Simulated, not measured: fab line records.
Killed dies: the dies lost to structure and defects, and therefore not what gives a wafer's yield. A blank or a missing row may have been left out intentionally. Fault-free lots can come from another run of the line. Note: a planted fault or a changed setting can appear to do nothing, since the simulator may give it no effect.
Which tool was responsible? | flow rit-cmos | 7 lots, 21 wafers sampled, at 2 steps of a route of 202

## WHAT THE GAUGES SHOWED, per wafer
RIT_PRETRO_TW_MEAS_10.
lot  | measured    | on            | PRETRO_TW
L154 | day 2 13:56 | film-metro-02 | 475 475 478
L159 | day 3 19:43 | film-metro-01 | 465 464 467
L162 | day 4 09:50 | film-metro-01 | 495 495 494
L167 | day 5 11:03 | film-metro-02 | 474 476 476
L170 | day 6 02:45 | film-metro-01 | 468 469 470
L173 | day 6 23:08 | film-metro-02 | 478 476 478
L175 | day 7 10:37 | film-metro-01 | 463 463 467

## TOOL THAT RAN EACH LOT (tool first, then ch and the chambers of the sampled wafers, then the start)
lot  | RIT_PRETRO_IMPLANT_08
L154 | implanter-03 ch 0, day 2 13:37
L159 | implanter-03 ch 0, day 3 19:26
L162 | implanter-03 ch 0, day 4 09:31
L167 | implanter-01 ch 0, day 5 10:46
L170 | implanter-04 ch 0, day 6 02:27
L173 | implanter-01 ch 0, day 6 22:49
L175 | implanter-01 ch 0, day 7 10:19
- RIT_PRETRO_IMPLANT_08

## THE ANSWER, worked out from the rows above alone
Rule: usual is defined by the lots themselves. Put in order of their means at a reading, lots are off if they are a third of the lots or fewer, leave a main group of 4 or more, and stand apart from it by a gap of 3 or more times the standard deviation of the main group's means; of several such gaps the widest counts. Not used: any main group whose means are identical at the precision the tables above print for the reading. A lot without any number at a reading at which 4 lots or more have one is off too. Where the step has rows for the other lots, those lots are counted as sound.
Off: L162, at RIT_PRETRO_TW_MEAS_10 (PRETRO_TW). The main group has a mean of 471 with a standard deviation of 5.2.
If a tool, at a process step before that reading, ran all the lots that are off and no sound lot after the first of them, it fits. Gauges at RIT_PRETRO_TW_MEAS_10: tried the same way as those tools. One fits: implanter-03 at RIT_PRETRO_IMPLANT_08. Its last sound lot is L159 (day 3 19:26), its first lot that is off L162 (day 4 09:31): a fault that began between those two fits.

## WHAT THE SIMULATOR HAD INSERTED
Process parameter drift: implanter-03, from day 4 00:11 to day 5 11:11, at RIT_PRETRO_IMPLANT_08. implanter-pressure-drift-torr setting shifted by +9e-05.
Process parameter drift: implanter-03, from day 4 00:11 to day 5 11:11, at RIT_PRETRO_IMPLANT_08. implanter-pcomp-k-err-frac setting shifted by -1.
Shown lots that were struck: L162. The rule above found the same.
